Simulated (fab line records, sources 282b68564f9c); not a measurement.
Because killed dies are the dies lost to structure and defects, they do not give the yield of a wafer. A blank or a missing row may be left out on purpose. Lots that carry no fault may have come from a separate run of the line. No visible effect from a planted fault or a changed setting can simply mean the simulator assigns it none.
Comparing a struck lot with a sound one | flow rit cmos | 17 out of 202 route steps
Sound: wafers L465.1, L465.3, L465.4. Struck: wafers L473.2, L473.3, L473.5. The cause is given at the end.
Each step with rows lists, per side, the tool, then ch with its chambers, then its first start. Under that, the readings that differ: sound wafers | struck wafers | difference of the means | sigmas: that difference in standard deviations of wafers without a fault.
alike: readings with means less than 2 such deviations apart, plus words and numbers identical on both sides. not compared: withheld readings, readings lacking a value on some wafer, bounds such as >300 that could conceal the same value, and numbers that have no deviation in the record and whose values overlap.
The two part at a step that has a row with sigmas, a row that says differs or no value, or rows on one side only. Non-overlapping numbers with no deviation appear without sigmas and do not part them. A reading that every wafer of one side lacks parts them only if that side has two wafers or more.

RIT_CONTACT_STRIP_12: strips in O2, time 180 s.
  sound on plasma asher-03 ch 0,1, day 4 02:27; struck on plasma asher-01 ch 0,1, day 5 16:28
  alike: drypump motor current A
  not compared: rf hours counter h
RIT_CONTACT_CD_MEAS_90 targets a cd of 1000 nm.
  sound: cd sem-02 at day 4 02:38; struck: cd sem-01 at day 5 16:40
  alike: cd nm
then, 2 steps without rows for these wafers: RIT_CONTACT_CLEAN_13 (cleans in SC1, time 600 s); RIT_CONTACT_CLEAN_14 (cleans in SC2, time 600 s).
RIT_M1_SPUTTER_00: material Al, target thk 400 nm, time 500 s.
  sound: pvd sputter-02 at day 4 03:06; struck: pvd sputter-01 at day 5 17:08
  alike: throttle valve pct
RIT_M1_RS_MEAS_01: the measuring method here is four-point-probe.
  sound: film metro-04 at day 4 03:23; struck: film metro-04 at day 5 17:26
  alike: M1_AL_RS
RIT_M1_THK_MEAS_02: measures by xrf.
  sound: film metro-04 at day 4 03:31; struck: film metro-04 at day 5 17:33
  alike: M1_AL_THK
then, 5 steps without rows for these wafers: RIT_M1_HMDS_03 (prime time 60 s); RIT_M1_COAT_04 (resist thk 1300 nm); RIT_M1_SOFTBAKE_05 (time 60 s); RIT_M1_EXPOSE_06 (exposes mask M12, target cd 2600 nm); RIT_M1_PEB_07.
RIT_M1_DEVELOP_08: develop time 68 s.
  sound on litho track-04 ch 0, day 4 04:00; struck on litho track-04 ch 0, day 5 18:00
  alike: resist line temp C
RIT_M1_CD_MEAS_09 targets a cd of 2600 nm.
  sound: cd sem-01 at day 4 04:35; struck: cd sem-02 at day 5 18:30
  reading    | sound                | struck | difference                    | sigmas
  cd nm (nm) | 2598.7 2600.5 2599.9 | - - -  | no value on the struck wafers |
RIT_M1_OVL_MEAS_10:
  sound: overlay-01 at day 4 04:43; struck: overlay-02 at day 5 18:37
  reading     | sound         | struck | difference                    | sigmas
  M1_OVL (nm) | -0.1 -1.5 0.4 | - - -  | no value on the struck wafers |
then, 1 step without rows for these wafers: RIT_M1_HARDBAKE_11 (time 120 s).
RIT_M1_PROBE_99:
  sound: prober-01 at day 4 07:15; struck: prober-01 at day 5 21:11
  reading                  | sound          | struck                                                               | difference                   | sigmas
  hold                     | - - -          | await dispo/4.4h/scrap await dispo/4.4h/scrap await dispo/4.4h/scrap | no value on the sound wafers |
  defect limited yield (%) | 97.0 98.5 97.3 | 0 0 0                                                                | -98                          | -81
  killed_at_M0_to_M3       | 0 0 0          | 254 257 253                                                          | +255                         | +99 or more
  killed dies              | 8 4 7          | 264 264 264                                                          | +258                         | +83
  killed on rim            | 1 1 3          | 70 70 70                                                             | +68                          | +49
  sort_bin_3_pad_short (%) | 0 0 0.4        | 0.4 0.4 0.8                                                          | +0.4                         | +2
  sort_bin_5_function (%)  | 1.1 1.1 0.4    | 98.5 98.1 98.1                                                       | +97.4                        | +99 or more
  sort n pass              | 256 260 257    | 0 0 0                                                                | -258                         | -83
  sort yield pct (%)       | 97.0 98.5 97.3 | 0 0 0                                                                | -98                          | -81
  alike: killed at contacts, killed at front end, killed open, killed short, sort_bin_6_memory

== WHERE THEY PART ==
Last at RIT_M1_PROBE_99 as far as this record goes, first at RIT_M1_CD_MEAS_09.

WHY: the cause the simulator had injected
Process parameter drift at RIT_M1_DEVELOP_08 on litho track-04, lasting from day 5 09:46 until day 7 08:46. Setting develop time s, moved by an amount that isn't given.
